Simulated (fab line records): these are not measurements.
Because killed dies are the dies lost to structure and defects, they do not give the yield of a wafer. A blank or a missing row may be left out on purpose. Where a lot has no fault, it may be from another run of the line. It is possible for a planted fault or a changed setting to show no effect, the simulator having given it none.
The tool behind it: which one?	flow rit-cmos	14 lots with 42 wafers sampled at 2 steps, on a route of 202 steps

## WHAT THE GAUGES SHOWED, per wafer
RIT_CONTACT_THK_MEAS_01.
lot	measured	on	CONTACT_TEOS_THK (nm)
L981	day 3 03:14	film-metro-01	402 407 403
L982	day 3 09:46	film-metro-01	399 400 406
L983	day 3 14:26	film-metro-02	399 402 393
L984	day 3 21:56	film-metro-04	400 411 410
L985	day 3 23:58	film-metro-02	397 398 405
L986	day 4 03:10	film-metro-02	399 405 406
L987	day 4 12:11	film-metro-04	397 397 402
L988	day 4 18:47	film-metro-01	396 398 405
L990	day 5 02:25	film-metro-02	396 399 399
L993	day 5 22:35	film-metro-01	399 406 407
L994	day 5 23:41	film-metro-01	399 405 409
L100	day 7 06:40	film-metro-02	397 402 374
L103	day 7 17:13	film-metro-04	401 407 368
L104	day 7 21:31	film-metro-02	403 402 405

## WHAT TOOL EACH LOT RAN ON (gives the tool, then ch and the chambers of the sampled wafers, and finally the start)
lot	RIT_CONTACT_CVD_00
L981	pecvd-03 ch 1,2, day 3 03:11
L982	pecvd-04 ch 1,2, day 3 09:42
L983	pecvd-02 ch 0,1,2, day 3 14:23
L984	pecvd-03 ch 0,2, day 3 21:52
L985	pecvd-04 ch 0,2, day 3 23:55
L986	pecvd-02 ch 1,2, day 4 03:06
L987	pecvd-03 ch 0,1, day 4 12:07
L988	pecvd-04 ch 0,2, day 4 18:44
L990	pecvd-03 ch 0,2, day 5 02:22
L993	pecvd-02 ch 0, day 5 22:23
L994	pecvd-04 ch 0,1,2, day 5 23:37
L100	pecvd-04 ch 0,1,2, day 7 06:37
L103	pecvd-04 ch 0,1,2, day 7 17:10
L104	pecvd-03 ch 0,2, day 7 21:28
- RIT_CONTACT_CVD_00: deposits SiO2 from TEOS, target thk 400 nm, time 61 s.

## WHAT THE TOOLS THEMSELVES READ (means of the sampled wafers that have a number; where no wafer has one, the mark that the record gives instead)
RIT_CONTACT_CVD_00.
lot	tool	heater-power-w (W)
L981	pecvd-03	319
L982	pecvd-04	317
L983	pecvd-02	334
L984	pecvd-03	423
L985	pecvd-04	292
L986	pecvd-02	300
L987	pecvd-03	337
L988	pecvd-04	269
L990	pecvd-03	372
L993	pecvd-02	409
L994	pecvd-04	322
L100	pecvd-04	301
L103	pecvd-04	297
L104	pecvd-03	388

## THE ANSWER, worked out from the rows above alone
Rule: what is usual is taken from the lots themselves. The widest of any qualifying gaps counts: lots, ordered by their means at a reading, are off when they make up no more than a third of the lots, leave a main group of 4 or more, and stand apart from it by 3 or more times the standard deviation of that group's means. If all means in a main group match to the digits the tables above print for the reading, that group is not used. A lot without any number at a reading at which 4 lots or more have one is off too. Any other lot the step has rows for is counted as sound. First the gauges in route order, then the tools' own readings, where a lot's mean is used as printed above. At the first step where some lot is off, the reading lying furthest off is the one used; lots without a number count as furthest.
No lot is off at any reading shown: from this, nothing can be told.

## WHAT THE SIMULATOR HAD INSERTED
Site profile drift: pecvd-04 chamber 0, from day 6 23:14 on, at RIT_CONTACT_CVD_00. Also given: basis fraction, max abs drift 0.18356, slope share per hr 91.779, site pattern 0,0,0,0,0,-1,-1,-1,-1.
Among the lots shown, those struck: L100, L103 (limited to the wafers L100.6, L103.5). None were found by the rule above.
